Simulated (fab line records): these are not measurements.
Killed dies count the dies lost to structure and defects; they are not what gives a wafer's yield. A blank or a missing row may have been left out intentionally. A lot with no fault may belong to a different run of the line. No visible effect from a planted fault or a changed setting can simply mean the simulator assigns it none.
A sampling plan put to the test | flow berkeleyCmos170 | one fab line, 34 faults that these records tell of, each judged on the records of the lots that it struck; 1 more is left out, because the records don't allow judging it
Plan = the line's own looks (route steps where a gauge or an inspection reads the wafer without altering it). Where struck wafers have a number at a look and the file lists that look's usual mean and standard deviation on fault-free wafers, the look can be judged. Caught: at a look after the fault's first step, the mean of the struck wafers lies 4 or more of those standard deviations (sigma) from the usual mean. On the tool: here the same test is run on the tool's own readings at the fault's steps. Caught also covers a different recipe on the struck wafers, or a record left blank for those wafers only.

== THE FAULTS, as the simulator had put them in ==
1. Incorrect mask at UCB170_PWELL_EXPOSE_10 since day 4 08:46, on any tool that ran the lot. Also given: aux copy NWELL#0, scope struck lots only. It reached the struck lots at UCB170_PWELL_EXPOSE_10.
2. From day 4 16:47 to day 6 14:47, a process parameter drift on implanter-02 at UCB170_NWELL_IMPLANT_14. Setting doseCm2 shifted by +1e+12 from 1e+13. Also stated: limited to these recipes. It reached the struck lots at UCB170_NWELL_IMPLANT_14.
3. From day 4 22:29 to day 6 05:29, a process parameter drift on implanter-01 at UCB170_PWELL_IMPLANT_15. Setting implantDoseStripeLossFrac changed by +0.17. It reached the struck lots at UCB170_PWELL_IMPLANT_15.
4. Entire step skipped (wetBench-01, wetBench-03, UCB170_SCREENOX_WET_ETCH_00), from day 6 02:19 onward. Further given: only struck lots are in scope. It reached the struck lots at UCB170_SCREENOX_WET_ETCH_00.
5. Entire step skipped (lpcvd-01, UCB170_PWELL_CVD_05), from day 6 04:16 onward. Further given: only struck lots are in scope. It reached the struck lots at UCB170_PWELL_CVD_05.
6. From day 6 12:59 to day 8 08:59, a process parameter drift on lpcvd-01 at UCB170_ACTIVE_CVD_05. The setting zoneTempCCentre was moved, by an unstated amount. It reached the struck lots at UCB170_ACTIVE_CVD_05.
7. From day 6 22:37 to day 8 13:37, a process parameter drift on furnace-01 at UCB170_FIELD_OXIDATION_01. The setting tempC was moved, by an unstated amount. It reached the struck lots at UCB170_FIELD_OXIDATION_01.
8. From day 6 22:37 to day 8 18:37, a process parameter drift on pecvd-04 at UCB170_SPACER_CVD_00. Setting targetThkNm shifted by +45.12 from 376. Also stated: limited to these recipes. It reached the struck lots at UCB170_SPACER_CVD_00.
9. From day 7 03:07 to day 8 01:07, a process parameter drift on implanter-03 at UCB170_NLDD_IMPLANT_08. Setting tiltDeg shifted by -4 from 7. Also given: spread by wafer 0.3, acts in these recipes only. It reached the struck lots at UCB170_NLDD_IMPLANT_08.
10. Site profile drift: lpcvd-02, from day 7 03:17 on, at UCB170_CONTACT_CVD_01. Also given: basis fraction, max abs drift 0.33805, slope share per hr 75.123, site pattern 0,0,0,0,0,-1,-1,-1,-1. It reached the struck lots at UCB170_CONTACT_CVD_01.
11. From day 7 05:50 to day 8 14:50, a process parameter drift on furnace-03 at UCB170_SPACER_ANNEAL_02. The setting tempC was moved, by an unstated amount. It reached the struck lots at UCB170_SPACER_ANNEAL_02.
12. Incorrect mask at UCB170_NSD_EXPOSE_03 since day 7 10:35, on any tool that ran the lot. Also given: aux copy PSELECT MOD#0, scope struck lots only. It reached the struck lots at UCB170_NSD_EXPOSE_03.
13. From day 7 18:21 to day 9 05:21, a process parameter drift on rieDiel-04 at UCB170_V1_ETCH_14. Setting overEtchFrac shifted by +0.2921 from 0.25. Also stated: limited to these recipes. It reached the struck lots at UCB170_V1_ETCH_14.
14. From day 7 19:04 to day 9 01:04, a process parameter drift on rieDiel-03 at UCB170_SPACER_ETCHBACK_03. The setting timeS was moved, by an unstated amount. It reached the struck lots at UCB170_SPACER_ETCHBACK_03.
15. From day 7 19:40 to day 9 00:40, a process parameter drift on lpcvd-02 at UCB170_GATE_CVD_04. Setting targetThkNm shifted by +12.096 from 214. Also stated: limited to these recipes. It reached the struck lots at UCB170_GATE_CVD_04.
16. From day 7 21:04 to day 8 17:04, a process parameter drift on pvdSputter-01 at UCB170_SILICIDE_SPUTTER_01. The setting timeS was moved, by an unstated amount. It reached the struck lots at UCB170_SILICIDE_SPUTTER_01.
17. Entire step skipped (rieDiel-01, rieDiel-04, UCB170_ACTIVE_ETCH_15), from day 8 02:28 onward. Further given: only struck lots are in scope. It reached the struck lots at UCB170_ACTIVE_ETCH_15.
18. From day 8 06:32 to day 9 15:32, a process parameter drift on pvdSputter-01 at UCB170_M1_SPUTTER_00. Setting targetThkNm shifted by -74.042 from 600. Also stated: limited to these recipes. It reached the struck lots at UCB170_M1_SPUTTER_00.
19. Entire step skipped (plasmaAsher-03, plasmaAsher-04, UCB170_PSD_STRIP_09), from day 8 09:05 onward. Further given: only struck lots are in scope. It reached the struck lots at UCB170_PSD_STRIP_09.
20. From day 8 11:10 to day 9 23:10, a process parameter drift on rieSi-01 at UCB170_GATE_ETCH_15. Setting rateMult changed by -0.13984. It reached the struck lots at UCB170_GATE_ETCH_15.
21. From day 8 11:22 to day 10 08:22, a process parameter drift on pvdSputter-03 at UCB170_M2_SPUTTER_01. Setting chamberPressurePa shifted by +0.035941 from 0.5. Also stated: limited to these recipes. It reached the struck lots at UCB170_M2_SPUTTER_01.
22. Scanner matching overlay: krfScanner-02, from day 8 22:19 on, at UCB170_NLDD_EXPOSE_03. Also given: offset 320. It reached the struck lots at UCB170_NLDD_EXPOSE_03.
23. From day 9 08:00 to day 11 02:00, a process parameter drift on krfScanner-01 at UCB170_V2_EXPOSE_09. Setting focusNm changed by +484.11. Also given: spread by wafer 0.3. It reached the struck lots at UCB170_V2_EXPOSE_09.
24. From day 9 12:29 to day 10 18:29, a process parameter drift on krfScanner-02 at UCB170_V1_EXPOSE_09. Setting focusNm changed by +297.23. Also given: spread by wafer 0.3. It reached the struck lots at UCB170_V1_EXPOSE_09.
25. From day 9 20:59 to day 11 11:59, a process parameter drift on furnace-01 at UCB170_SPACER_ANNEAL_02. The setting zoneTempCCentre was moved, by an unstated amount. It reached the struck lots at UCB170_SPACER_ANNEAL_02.
26. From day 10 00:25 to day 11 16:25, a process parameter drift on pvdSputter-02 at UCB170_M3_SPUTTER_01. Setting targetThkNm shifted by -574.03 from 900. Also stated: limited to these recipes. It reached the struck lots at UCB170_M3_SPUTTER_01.
27. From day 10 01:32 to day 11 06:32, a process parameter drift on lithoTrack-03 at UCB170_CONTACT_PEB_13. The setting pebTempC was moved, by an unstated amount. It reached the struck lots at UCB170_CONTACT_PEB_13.
28. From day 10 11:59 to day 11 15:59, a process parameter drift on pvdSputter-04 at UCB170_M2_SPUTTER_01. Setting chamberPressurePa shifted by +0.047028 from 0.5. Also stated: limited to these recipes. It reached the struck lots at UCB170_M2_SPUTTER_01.
29. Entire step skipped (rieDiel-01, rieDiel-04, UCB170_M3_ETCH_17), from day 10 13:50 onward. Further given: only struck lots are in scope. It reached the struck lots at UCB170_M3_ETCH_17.
30. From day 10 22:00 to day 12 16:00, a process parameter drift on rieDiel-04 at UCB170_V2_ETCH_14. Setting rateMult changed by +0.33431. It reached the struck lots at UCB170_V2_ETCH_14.
31. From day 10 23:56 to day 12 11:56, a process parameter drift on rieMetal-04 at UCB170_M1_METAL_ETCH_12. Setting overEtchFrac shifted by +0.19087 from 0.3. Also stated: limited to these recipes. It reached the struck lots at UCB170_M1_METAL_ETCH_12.
32. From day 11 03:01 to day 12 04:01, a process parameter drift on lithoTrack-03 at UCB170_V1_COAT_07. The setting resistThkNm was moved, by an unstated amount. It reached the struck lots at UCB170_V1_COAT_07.
33. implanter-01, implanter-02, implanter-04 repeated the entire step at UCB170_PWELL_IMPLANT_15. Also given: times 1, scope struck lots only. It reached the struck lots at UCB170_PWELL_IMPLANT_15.
34. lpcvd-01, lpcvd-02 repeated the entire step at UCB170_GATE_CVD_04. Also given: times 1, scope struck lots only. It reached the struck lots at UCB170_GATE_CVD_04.

== WHAT THE PLAN SAW ==
fault | on the tool itself                               | first look that catches it                      | reading, sigma                                     | median hours from its first step to that look | hours from the fault's start to the first struck lot there | judged looks passed uncaught
1     | no reading that can be judged                    | UCB170_PWELL_TW_MEAS_17                         | PWELL_TW -80                                       | 0.9                                           | 5                                                          | 0
2     | doseIonsCm2 +90 sigma                            | no look after it can be judged                  | -                                                  | -                                             | -                                                          | 0
3     | no reading that can be judged                    | none of the 7 looks that can be judged after it | -                                                  | -                                             | -                                                          | 7
4     | no reading that can be judged                    | no look after it can be judged                  | -                                                  | -                                             | -                                                          | 0
5     | the tool's record is blank for the struck wafers | no look after it can be judged                  | -                                                  | -                                             | -                                                          | 0
6     | spikeTcCentreC +18 sigma                         | UCB170_ACTIVE_THK_MEAS_06                       | ACTIVE_NITRIDE_THK +19                             | 1.9                                           | 11                                                         | 0
7     | tubeCenterTempC +99 or beyond sigma              | UCB170_FIELD_THK_MEAS_02                        | FIELD_OXIDE_THK +7.6                               | 3.0                                           | 11                                                         | 0
8     | under 2 sigma                                    | UCB170_SPACER_THK_MEAS_01                       | SPACER_TEOS_THK +9.7                               | 0.1                                           | 0                                                          | 0
9     | under 2 sigma                                    | UCB170_SDANNEAL_RS_MEAS_05                      | NLDD_RS -43                                        | 17.7                                          | 23                                                         | 1
10    | no reading that can be judged                    | UCB170_CONTACT_THK_MEAS_02                      | CONTACT_PSG_THK -13                                | 1.8                                           | 8                                                          | 0
11    | tubeCenterTempC -79 sigma                        | UCB170_SDANNEAL_RS_MEAS_04                      | PLDD_RS +11                                        | 6.5                                           | 10                                                         | 0
12    | no reading that can be judged                    | UCB170_NSD_TW_MEAS_10                           | NSD_TW -99 or beyond                               | 0.8                                           | 4                                                          | 0
13    | oesProductAu -6.0 sigma                          | no look after it can be judged                  | -                                                  | -                                             | -                                                          | 0
14    | runLengthS +70 sigma                             | no look after it can be judged                  | -                                                  | -                                             | -                                                          | 0
15    | under 2 sigma                                    | UCB170_GATE_THK_MEAS_05                         | GATE_POLY_THK +4.4                                 | 1.4                                           | 5                                                          | 0
16    | under 2 sigma                                    | UCB170_SILICIDE_RS_MEAS_02                      | SILICIDE_TI_RS -15                                 | 0.0                                           | 11                                                         | 0
17    | the tool's record is blank for the struck wafers | no look after it can be judged                  | -                                                  | -                                             | -                                                          | 0
18    | under 2 sigma                                    | UCB170_M1_RS_MEAS_01                            | M1_AL_RS +15                                       | 0.1                                           | 9                                                          | 0
19    | the tool's record is blank for the struck wafers | UCB170_NSD_TW_MEAS_10                           | NSD_TW -99 or beyond                               | 2.0                                           | 7                                                          | 0
20    | under 2 sigma                                    | no look after it can be judged                  | -                                                  | -                                             | -                                                          | 0
21    | chamberPressurePa +37 sigma                      | none of the 4 looks that can be judged after it | -                                                  | -                                             | -                                                          | 4
22    | no reading that can be judged                    | UCB170_NLDD_OVL_MEAS_07                         | NLDD_OVL +57                                       | 0.5                                           | 1                                                          | 0
23    | exposureDoseMJCm2 -20 sigma                      | UCB170_V2_CD_MEAS_12                            | cdNm +7.7                                          | 0.7                                           | 27                                                         | 0
24    | under 2 sigma                                    | UCB170_V1_CD_MEAS_12                            | cdNm +4.1                                          | 0.9                                           | 15                                                         | 0
25    | spikeTcCentreC -36 sigma                         | no look after it can be judged                  | -                                                  | -                                             | -                                                          | 0
26    | under 2 sigma                                    | UCB170_M3_RS_MEAS_02                            | M3_AL_RS +99 or beyond                             | 0.1                                           | 11                                                         | 0
27    | heaterPowerTotalW +11 sigma                      | not the one look that can be judged after it    | strongest: cdNm at UCB170_CONTACT_CD_MEAS_15, +3.5 | -                                             | -                                                          | 1
28    | chamberPressurePa +48 sigma                      | none of the 2 looks that can be judged after it | strongest: M2_AL_RS at UCB170_M2_RS_MEAS_02, +3.5  | -                                             | -                                                          | 2
29    | the tool's record is blank for the struck wafers | no look after it can be judged                  | -                                                  | -                                             | -                                                          | 0
30    | under 2 sigma                                    | none of the 2 looks that can be judged after it | -                                                  | -                                             | -                                                          | 2
31    | oesProductAu -4.4 sigma                          | not the one look that can be judged after it    | -                                                  | -                                             | -                                                          | 1
32    | under 2 sigma                                    | no look after it can be judged                  | -                                                  | -                                             | -                                                          | 0
33    | under 2 sigma                                    | UCB170_PWELL_TW_MEAS_17                         | PWELL_TW +22                                       | 0.7                                           | -                                                          | 0
34    | under 2 sigma                                    | UCB170_GATE_THK_MEAS_05                         | GATE_POLY_THK +99 or beyond                        | 4.7                                           | -                                                          | 0
A dash: the fault isn't caught, or these records don't give the number.

Caught at a look: 18 of 34. Caught on the tool: 16 of 34. By one or the other: 29 of 34.
Faults caught by the tool alone: 2, 5, 13, 14, 17, 21, 25, 27, 28, 29, 31.
Caught at a look alone: faults 1, 8, 9, 10, 12, 15, 16, 18, 22, 24, 26, 33, 34.
Caught by neither: faults 3, 4, 20, 30, 32.

== THINNER SAMPLING ==
If the look that catches a fault measured only every second or every third lot, by lot number, the first struck lot would be measured this late in the worst case:
fault | struck lots at that look, in order of time | every lot | every second lot | every third lot
1     | L357                                       | 5 h       | may miss it      | may miss it
6     | L838, L840, L839                           | 11 h      | 12 h             | 12 h
7     | L303, L304                                 | 11 h      | 11 h             | may miss all 2
8     | L650, L653, L655                           | 0 h       | 11 h             | may miss all 3
9     | L858, L860                                 | 23 h      | may miss all 2   | may miss all 2
10    | L222, L224, L223, L221                     | 8 h       | 10 h             | 10 h
11    | L703, L702                                 | 10 h      | 11 h             | may miss all 2
12    | L373                                       | 4 h       | may miss it      | may miss it
15    | L118, L119                                 | 5 h       | 6 h              | may miss all 2
16    | L212, L213                                 | 11 h      | 12 h             | may miss all 2
18    | L603, L604                                 | 9 h       | 16 h             | may miss all 2
19    | L556, L557                                 | 7 h       | 7 h              | may miss all 2
22    | L591, L592, L590, L593                     | 1 h       | 1 h              | 1 h
23    | L127, L126                                 | 27 h      | 27 h             | may miss all 2
24    | L413, L414                                 | 15 h      | 15 h             | may miss all 2
26    | L621, L624                                 | 11 h      | 26 h             | may miss all 2
Hours are from the fault's start to the first struck lot that is measured. The test against the limit of 4 sigma pooled every struck wafer, which means one lot taken alone may stay below that limit. Other struck lots may not be in these records.

== THE LONGEST TIMED WAY FROM STEP TO LOOK ==
Fault 9: the median time between UCB170_NLDD_IMPLANT_08 and UCB170_SDANNEAL_RS_MEAS_05 is 17.7 hours. The look between them that can be judged stayed within 4 sigma: UCB170_NLDD_TW_MEAS_11.
